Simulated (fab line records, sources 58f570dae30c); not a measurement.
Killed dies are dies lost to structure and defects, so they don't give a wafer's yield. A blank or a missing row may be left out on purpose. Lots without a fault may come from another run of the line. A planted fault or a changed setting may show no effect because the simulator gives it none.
Problem report in the 8D (eight disciplines) form, filled by code | flow berkeley_cmos170 | the parts of the form that need people (team, actions taken, sign-off) are left out

1. THE PROBLEM
heater_power_total_W at UCB170_PWELL_PEB_11 reads a mean of 58.49 W on 6 wafers of 2 lots; wafers without a fault read 56.80 W with a standard deviation of 0.041. That is +41 standard deviations from the usual mean.
First seen on wafer L419.1, day 5 17:38, on litho_track-03. The record holds 42 wafers of 14 lots with a number at this step. Rule for "out", or "out of limits": more than 4 standard deviations from the usual mean. The other wafers with a number count as sound.

2. WHAT IT IS AND WHAT IT IS NOT
question                    | is                     | is not
which readings at this step | heater_power_total_W   | -
which lots                  | L419, L422             | L409, L411, L412, L413, L414, L415, L416, L425, L427, L429, L430, L432
which wafers of those lots  | all that have a number | -
read on which tools         | litho_track-03         | litho_track-01, litho_track-02
when                        | from day 5 17:38       | up to then (21 sound wafers); but 15 sound wafers of L425, L427, L429, L430, L432 came after

3. SUSPECTS, AND WHAT RULES EACH OUT
Counting: a tool at a process step up to the reading stays a suspect if it ran every lot that is out and no sound lot after the first of them.
- litho_track-03 at UCB170_PWELL_PEB_11: kept. It ran every lot that is out, first L419 (day 5 17:38), and no sound lot after that; its last sound lot up to then is L416 (day 4 16:25). Its own readings are out on those wafers: heater_power_total_W.
Left after counting: litho_track-03 at UCB170_PWELL_PEB_11.

4. THE CAUSE (what the simulator had put in)
Process parameter drift: litho_track-03, from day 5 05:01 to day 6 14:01, at UCB170_PWELL_PEB_11. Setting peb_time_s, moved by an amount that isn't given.
Counting left only this tool.

5. THE CHAIN OF EFFECTS, in route order
Each row: a reading whose mean over the struck wafers that have a number lies more than 3 standard deviations from the usual. Only readings for which the record gives a usual standard deviation are gone through. hours: the time from each lot's start at the first step in this table that gives one to its start at this step, as a median over the lots. sigmas: the change in usual standard deviations.
hours | step                | reading              | usual   | on struck wafers | change | sigmas
0     | UCB170_PWELL_PEB_11 | heater_power_total_W | 56.80 W | 58.49            | +1.69  | +41
The process steps in it:
- UCB170_PWELL_PEB_11
Later measuring or inspecting steps at which every struck wafer that the step has a row for has a number for every such reading, and none has moved that far: UCB170_ACTIVE_CD_MEAS_90, UCB170_FIELD_THK_MEAS_02.

6. WHAT WOULD HAVE CAUGHT IT SOONER
In this record the first reading out of limits was taken at day 5 17:38, 13 hours after the fault began at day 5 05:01.
